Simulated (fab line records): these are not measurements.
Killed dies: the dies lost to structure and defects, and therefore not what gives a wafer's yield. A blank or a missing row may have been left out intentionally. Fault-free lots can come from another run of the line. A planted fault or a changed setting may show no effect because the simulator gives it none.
fab line records	flow berkeley_cmos170
record: lots: 5	wafers: 27
route steps=331 shown M2@289 M3@327
start_h: the number of hours between the record's first day and the start of the first shown wafer of the lot	wait_h: hours since the lot's step before	" as in the row above	L1.1+2: several wafers, shown together as one row	- no value, or no start was given	* or withheld: withheld	< > ~ a bound
route shown NAME@n: NAME is a module with steps in the file, n the number in the route of the first one	usual: the fault-free wafers' mean and standard deviation	same: alike in all rows	chamber/n: place in a boat	sites: per-site readings	_std_site: how widely they spread, as a standard deviation	_edge_site: the outer-site mean with the inner-site mean subtracted	radius_mm: for every site, how far away it sits from the centre of the wafer	mask NAME#n: copy n	behind: the last tool/chamber to shape the wafer	hold: cause of the lot's hold/its duration in hours/its outcome	device: which transistor (n, p or np) failed to switch	end of line: tests of these same wafers at the route's end	for a step that has no rows: nothing shown but its recipe	killed: dies lost to structure and defects at the first sort, not the wafer's yield	map: per-die view of a wafer (x killed, . not killed, _ where there is no die)
set.NAME: the run value of the setting; set.NAME@STEP: its run value at that earlier step	model.NAME: the simulator's own value behind a step, which no gauge read
lots where settings were altered on purpose, with a table for each step and a row for each wafer
== steps ==
step: UCB170_M2_METAL_ETCH_18
recipe: chemistry: Cl2/BCl3	target: Al	stop_on: SiO2	pressure_mtorr: 12	target_depth_a: 11700	over_etch_frac: 0.3	time_s: 195	icp_w: 600	bias_w: 120	Cl2_flow_sccm: 90	bcl3_flow_sccm: 45
lot.wafer	tool	chamber	start_h	wait_h	set.time_s	model.KrF_of_M2_COAT_10.thk_nm
L076.1	rie_metal-04	0	164.77	-	195	232.1
L076.2	"	1	"	"	195	179.5
L076.3	"	1	"	"	121.3	448.6
L076.4	"	0	"	"	121.3	475.6
L076.5	"	1	"	"	121.3	445.6
L076.6	"	0	"	"	195	225.6
L079.2	rie_metal-03	0	196.32	-	195	212.6
L079.3	"	1	"	"	195	221.7
L079.6	"	0	"	"	195	209.3
L080.1	rie_metal-02	1	196.55	-	195	183
L080.2	"	0	"	"	195	199.7
L080.3	"	1	"	"	195	175.3
L080.4	"	0	"	"	195	200
L080.5	"	0	"	"	195	196.6
L080.6	"	1	"	"	195	181
L084.1	rie_metal-02	1	210.46	-	195	187
L084.2+4+5	"	0,1,1	"	"	295.2	0
L084.3	"	0	"	"	195	201.3
L084.6	"	0	"	"	195	203.6
L085.1+3+5	rie_metal-02	0,1,0	225.89	-	255.7	0
L085.2	"	1	"	"	195	166.4
L085.4	"	0	"	"	195	186
L085.6	"	1	"	"	195	171.3
step: UCB170_M2_STRIP_19
recipe: chemistry: O2	power_w: 400	pressure_mtorr: 3500	platen_temp_c: withheld	o2_flow_sccm: 400	overash_fraction: 0.5
usual: oes_product_au: 0.536/0.025
lot.wafer	tool	chamber	start_h	wait_h	set.time_s@M2_METAL_ETCH_18	oes_product_au
L076.1	plasma_asher-03	1	164.95	0.1	195	0.558
L076.2	"	0	"	"	195	0.521
L076.3	"	0	"	"	121.3	0.715
L076.4	"	1	"	"	121.3	0.726
L076.5	"	0	"	"	121.3	0.722
L076.6	"	1	"	"	195	0.551
L079.2	plasma_asher-04	0	196.50	0.1	195	0.547
L079.3	"	1	"	"	195	0.550
L079.6	"	1	"	"	195	0.539
L080.1	plasma_asher-01	0	196.74	0.1	195	0.511
L080.2	"	1	"	"	195	0.521
L080.3	"	1	"	"	195	0.503
L080.4	"	0	"	"	195	0.544
L080.5	"	0	"	"	195	0.526
L080.6	"	1	"	"	195	0.507
L084.1	plasma_asher-01	1	210.65	0.1	195	0.519
L084.2	"	0	"	"	295.2	0.320
L084.3	"	1	"	"	195	0.532
L084.4	"	0	"	"	295.2	0.315
L084.5	"	0	"	"	295.2	0.307
L084.6	"	1	"	"	195	0.540
L085.1	plasma_asher-03	1	226.08	0.1	255.7	0.321
L085.2	"	0	"	"	195	0.494
L085.3	"	1	"	"	255.7	0.309
L085.4	"	0	"	"	195	0.515
L085.5	"	1	"	"	255.7	0.317
L085.6	"	0	"	"	195	0.504
step: UCB170_M2_CD_MEAS_90
recipe: target_cd_nm: 700
usual: cd_nm: 702/5.2
lot.wafer	tool	chamber	start_h	wait_h	set.time_s@M2_METAL_ETCH_18	cd_nm
L076.1	cd_sem-02	-	165.05	0.1	195	710
L076.2	"	-	"	"	195	694
L076.3	"	-	"	"	121.3	713
L076.4	"	-	"	"	121.3	724
L076.5	"	-	"	"	121.3	713
L076.6	"	-	"	"	195	711
L079.2	cd_sem-01	-	196.62	0.1	195	703
L079.3	"	-	"	"	195	705
L079.6	"	-	"	"	195	704
L080.1	cd_sem-02	-	196.84	0.1	195	702
L080.2	"	-	"	"	195	692
L080.3	"	-	"	"	195	699
L080.4	"	-	"	"	195	695
L080.5	"	-	"	"	195	694
L080.6	"	-	"	"	195	704
L084.1	cd_sem-01	-	210.75	0.1	195	700
L084.2	"	-	"	"	295.2	671
L084.3	"	-	"	"	195	698
L084.4	"	-	"	"	295.2	677
L084.5	"	-	"	"	295.2	677
L084.6	"	-	"	"	195	693
L085.1	cd_sem-02	-	226.18	0.1	255.7	680
L085.2	"	-	"	"	195	702
L085.3	"	-	"	"	255.7	685
L085.4	"	-	"	"	195	696
L085.5	"	-	"	"	255.7	680
L085.6	"	-	"	"	195	701
step: UCB170_M3_METAL_ETCH_18
recipe: chemistry: Cl2/BCl3	target: Al	stop_on: SiO2	pressure_mtorr: 12	target_depth_a: 11700	over_etch_frac: 0.3	time_s: 195	icp_w: 600	bias_w: 120	Cl2_flow_sccm: 90	bcl3_flow_sccm: 45
lot.wafer	tool	chamber	start_h	wait_h	set.time_s	model.M3.feature_depth_nm	model.KrF_of_M3_COAT_10.thk_nm
L076.1	rie_metal-03	1	170.31	-	79.18	456	623.5
L076.2	"	0	"	"	79.18	464.3	619.9
L076.3	"	1	"	"	195	953.3	246.5
L076.4	"	0	"	"	195	945.3	227.4
L076.5	"	0	"	"	79.18	468.8	616.8
L076.6	"	1	"	"	195	956.1	250.4
L079.2	rie_metal-04	0	203.57	-	195	957.8	245.2
L079.3	"	0	"	"	195	958.7	241.6
L079.6	"	0	"	"	195	960.7	241.3
L080.1	rie_metal-01	1	203.76	-	195	958.8	164.8
L080.2	"	0	"	"	195	962.8	198
L080.3	"	1	"	"	195	959.9	171.1
L080.4	"	0	"	"	195	951.9	197.5
L080.5	"	0	"	"	195	952.5	195.6
L080.6	"	1	"	"	195	961.1	168.4
L084.1	rie_metal-01	0	216.96	-	162.7	946	315.7
L084.2	"	1	"	"	162.7	955	285.6
L084.3	"	0	"	"	162.7	966.7	312.7
L084.4	"	1	"	"	195	954.6	171.2
L084.5	"	1	"	"	195	976.7	165.8
L084.6	"	0	"	"	195	962.3	207.8
L085.1	rie_metal-03	0	231.18	-	195	960.5	225
L085.2	"	1	"	"	195	956.8	240.1
L085.3+6	"	1,0	"	"	311.4	1001	0
L085.4	"	0	"	"	311.4	994.9	0
L085.5	"	1	"	"	195	961.1	243.4
step: UCB170_M3_STRIP_19
recipe: chemistry: O2	power_w: 400	pressure_mtorr: 3500	platen_temp_c: withheld	o2_flow_sccm: 400	overash_fraction: 0.5
usual: oes_product_au: 0.543/0.028
lot.wafer	tool	chamber	start_h	wait_h	set.time_s@M3_METAL_ETCH_18	oes_product_au
L076.1	plasma_asher-03	0	170.50	0.1	79.18	0.725
L076.2	"	1	"	"	79.18	0.722
L076.3	"	0	"	"	195	0.584
L076.4	"	1	"	"	195	0.556
L076.5	"	1	"	"	79.18	0.725
L076.6	"	0	"	"	195	0.585
L079.2	plasma_asher-04	1	203.88	0.2	195	0.582
L079.3	"	1	"	"	195	0.581
L079.6	"	0	"	"	195	0.573
L080.1	plasma_asher-02	0	203.95	0.1	195	0.497
L080.2	"	1	"	"	195	0.529
L080.3	"	1	"	"	195	0.505
L080.4	"	0	"	"	195	0.531
L080.5	"	1	"	"	195	0.522
L080.6	"	0	"	"	195	0.491
L084.1	plasma_asher-03	0	217.15	0.1	162.7	0.649
L084.2	"	1	"	"	162.7	0.616
L084.3	"	0	"	"	162.7	0.643
L084.4	"	1	"	"	195	0.503
L084.5	"	0	"	"	195	0.496
L084.6	"	1	"	"	195	0.539
L085.1	plasma_asher-02	1	231.36	0.1	195	0.554
L085.2	"	0	"	"	195	0.564
L085.3	"	0	"	"	311.4	0.312
L085.4	"	1	"	"	311.4	0.319
L085.5	"	0	"	"	195	0.573
L085.6	"	1	"	"	311.4	0.308
step: UCB170_M3_CD_MEAS_90
recipe: target_cd_nm: 700
usual: cd_nm: 698/3.1
lot.wafer	tool	chamber	start_h	wait_h	set.time_s@M3_METAL_ETCH_18	cd_nm
L076.1	cd_sem-02	-	170.60	0.1	79.18	724
L076.2	"	-	"	"	79.18	726
L076.3	"	-	"	"	195	702
L076.4	"	-	"	"	195	698
L076.5	"	-	"	"	79.18	726
L076.6	"	-	"	"	195	699
L079.2	cd_sem-02	-	204.00	0.1	195	698
L079.3	"	-	"	"	195	698
L079.6	"	-	"	"	195	696
L080.1	cd_sem-01	-	204.05	0.1	195	697
L080.2	"	-	"	"	195	700
L080.3	"	-	"	"	195	698
L080.4	"	-	"	"	195	698
L080.5	"	-	"	"	195	701
L080.6	"	-	"	"	195	696
L084.1	cd_sem-02	-	217.25	0.1	162.7	709
L084.2	"	-	"	"	162.7	710
L084.3	"	-	"	"	162.7	711
L084.4	"	-	"	"	195	700
L084.5	"	-	"	"	195	703
L084.6	"	-	"	"	195	703
L085.1	cd_sem-02	-	231.56	0.2	195	700
L085.2	"	-	"	"	195	690
L085.3	"	-	"	"	311.4	668
L085.4	"	-	"	"	311.4	675
L085.5	"	-	"	"	195	693
L085.6	"	-	"	"	311.4	671
step: UCB170_M3_PROBE_99
lot.wafer	tool	chamber	start_h	wait_h	set.time_s@SPACER_CVD_00	model.etest.pmos_0p6.r_on_ohm_um	model.etest.nldd.line_ohm_um	model.etest.nldd.rs_ohm_sq
L076.1	prober-01	-	170.84	0.1	47	8716	1281	775.3
L076.2	prober-01	-	170.89	0.1	59.64	8939	1259	767.3
L076.3	prober-01	-	170.94	0.2	47	8639	1275	774.2
L076.4	prober-01	-	170.99	0.2	59.64	9092	1269	772.3
L076.5	prober-01	-	171.04	0.2	47	8636	1270	773.7
L076.6	prober-01	-	171.09	0.2	59.64	9009	1251	769.4
L079.2	prober-01	-	204.27	0.1	47	8533	1299	781.3
L079.3	prober-01	-	204.32	0.2	47	8116	1326	774
L079.6	prober-01	-	204.47	0.2	47	8532	1336	776
L080.1	prober-02	-	204.29	0.1	31.4	-	71.78	42.95
L080.2	prober-02	-	204.34	0.1	47	8366	1258	773.9
L080.3	prober-02	-	204.39	0.2	47	8278	1267	761.7
L080.4	prober-02	-	204.44	0.2	31.4	-	72.29	44.83
L080.5	prober-02	-	204.49	0.2	47	7896	1240	765
L080.6	prober-02	-	204.54	0.2	31.4	5634	101	60.42
L084.1+3+4+5	prober-02	-	217.49	0.1	47	-	-	-
L084.2	prober-02	-	217.54	0.1	47	8169	1241	778.7
L084.6	prober-02	-	217.74	0.2	47	8343	1265	779
L085.1	prober-02	-	231.85	0.1	37.81	6266	851.2	523.7
L085.2	prober-02	-	231.90	0.1	47	8313	1287	777.5
L085.3	prober-02	-	231.95	0.2	37.81	6408	1162	695
L085.4	prober-02	-	232.00	0.2	37.81	6251	928.3	561.4
L085.5	prober-02	-	232.05	0.2	47	8384	1308	777.4
L085.6	prober-02	-	232.10	0.2	47	8370	1274	772
killed by level:class
L079.2 SPACER:geometric_particle:short=1 PWELL:area_etch=1
L079.3 SACOX:geometric_particle:open=1 SILICIDE:geometric_particle:open=1
L079.6 V2:geometric_particle:short=1
== key ==
split: step: UCB170_M2_METAL_ETCH_18	setting: time_s	stated: 195	by: wafer
response: step: UCB170_M2_METAL_ETCH_18	reading: model.KrF_of_M2_COAT_10.thk_nm	change: -4.92	per: 1%	r: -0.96
response: step: UCB170_M2_STRIP_19	reading: oes_product_au	change: -0.00471	per: 1%	r: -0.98
response: step: UCB170_M2_CD_MEAS_90	reading: cd_nm	change: -0.431	per: 1%	r: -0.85
split: step: UCB170_M3_METAL_ETCH_18	setting: time_s	stated: 195	by: wafer
response: step: UCB170_M3_METAL_ETCH_18	reading: model.M3.feature_depth_nm	shape: bent	at_lowest: 463.1	at_stated: 958.4	at_highest: 998.9
response: step: UCB170_M3_METAL_ETCH_18	reading: model.KrF_of_M3_COAT_10.thk_nm	change: -5.24	per: 1%	r: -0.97
response: step: UCB170_M3_STRIP_19	reading: oes_product_au	change: -0.00351	per: 1%	r: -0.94
response: step: UCB170_M3_CD_MEAS_90	reading: cd_nm	change: -0.418	per: 1%	r: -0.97
split outside_this_file step=UCB170_SPACER_CVD_00 setting=time_s
split outside_this_file: this setting was split too, and the file shows its column; the key of that split is in another file
